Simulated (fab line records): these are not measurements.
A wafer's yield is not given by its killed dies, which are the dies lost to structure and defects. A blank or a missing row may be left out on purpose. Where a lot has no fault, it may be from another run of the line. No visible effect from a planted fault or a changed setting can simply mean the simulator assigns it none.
8D (eight disciplines) problem report, filled in by code | flow berkeley cmos170 | the parts of the form that need people (team, actions taken, sign-off) are left out

== 1. THE PROBLEM ==
PSD_TW at UCB170_PSD_TW_MEAS_10 reads a mean of 30 on 3 wafers of 1 lot; wafers without a fault read 2322 with a standard deviation of 20. That is -99 or more standard deviations from the usual mean.
Earliest sighting: wafer L810.2 on film metro-04 at day 11 00:12. The record has a number at this step for 39 wafers belonging to 13 lots. By rule, "out" or "out of limits" means more than 4 standard deviations away from the usual mean. The other wafers with a number count as sound.

== 2. WHAT IT IS AND WHAT IT IS NOT ==
question                    | is                     | is not
which readings at this step | PSD_TW                 | -
which lots                  | L810                   | L799, L801, L804, L806, L807, L808, L811, L814, L815, L820, L821, L822
which wafers of those lots  | all that have a number | -
read on which gauges        | film metro-04          | film metro-01, film metro-02
when                        | from day 11 00:12      | up to then (21 sound wafers); but 15 sound wafers of L814, L815, L820, L821, L822 came after

== 3. WHAT RULES OUT EACH SUSPECT ==
Counting: a tool at a process step up to the reading stays a suspect if it ran every lot that is out and no sound lot after the first of them.
- the gauge at UCB170_PSD_TW_MEAS_10 is ruled out. All the wafers that are out were read on film metro-04, but those of them that UCB170_NLDD_STRIP_10 has rows for are out there too, on other tools.
- rie diel-02 at UCB170_ACTIVE_ETCH_15 (etches Si3N4 in CH3F/Ar/O2, stops on SiO2, target depth 242 nm, time 151 s): ruled out as a lasting fault. After its first lot that is out, L810 (day 7 02:37), sound lots L814, L821 ran on it.
- plasma asher-01 at UCB170_ACTIVE_STRIP_16 (strips in O2): ruled out as a lasting fault. After its first lot that is out, L810 (day 7 02:43), sound lots L815, L821 ran on it.
- plasma asher-04 at UCB170_NLDD_STRIP_10 (strips in O2): ruled out as a lasting fault. After its first lot that is out, L810 (day 10 14:02), sound lots L820 ran on it.
- plasma asher-04 at UCB170_PSD_STRIP_09 (strips in O2): ruled out as a lasting fault. After its first lot that is out, L810 (day 11 00:05), sound lots L815, L822 ran on it.
Left after counting: nothing in the record.

== 4. THE CAUSE (what the simulator had put in) ==
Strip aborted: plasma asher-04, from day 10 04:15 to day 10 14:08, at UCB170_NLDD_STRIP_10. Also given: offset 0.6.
The count ruled it out by mistake, since the rule takes a fault to strike every lot its tool runs from the start of the fault on, and this one did not do so.

== 5. SEQUENCE OF EFFECTS, ordered by route ==
One row per reading whose mean, taken over the struck wafers that have a number, lies over 3 standard deviations from the usual. Only readings whose record carries a usual standard deviation are examined. hours: median over the lots of the time between each lot's start at the first step of this table that gives one and its start at this step. sigmas: the change, counted in usual standard deviations.
hours | step                  | reading                  | usual      | on struck wafers | change | sigmas
0     | UCB170_NLDD_STRIP_10  | oes product au           | 0.735 a.u. | 0.981            | +0.246 | +57
10    | UCB170_PSD_STRIP_09   | oes product au           | 0.600 a.u. | 0.632            | +0.032 | +7.0
10    | UCB170_PSD_STRIP_09   | strip time to endpoint s | 29.38 s    | 38.14            | +8.76  | +99 or more
10    | UCB170_PSD_TW_MEAS_10 | PSD_TW                   | 2322       | 30               | -2292  | -99 or more
It contains these process steps:
- UCB170_NLDD_STRIP_10: strips in O2.
- UCB170_PSD_STRIP_09: strips in O2.
Readings that are blank on the struck wafers while sound wafers have them: strip time to endpoint s at UCB170_NLDD_STRIP_10.

== 6. WHAT WOULD HAVE CAUGHT IT SOONER ==
The first out-of-limits reading at a measuring or inspecting step in this record came at day 11 00:12, 20 hours after the fault's start at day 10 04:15.
Tool's own readings at UCB170_NLDD_STRIP_10, oes product au: out on all struck wafers the step has rows for; an alarm limit on them would have tripped on the first.
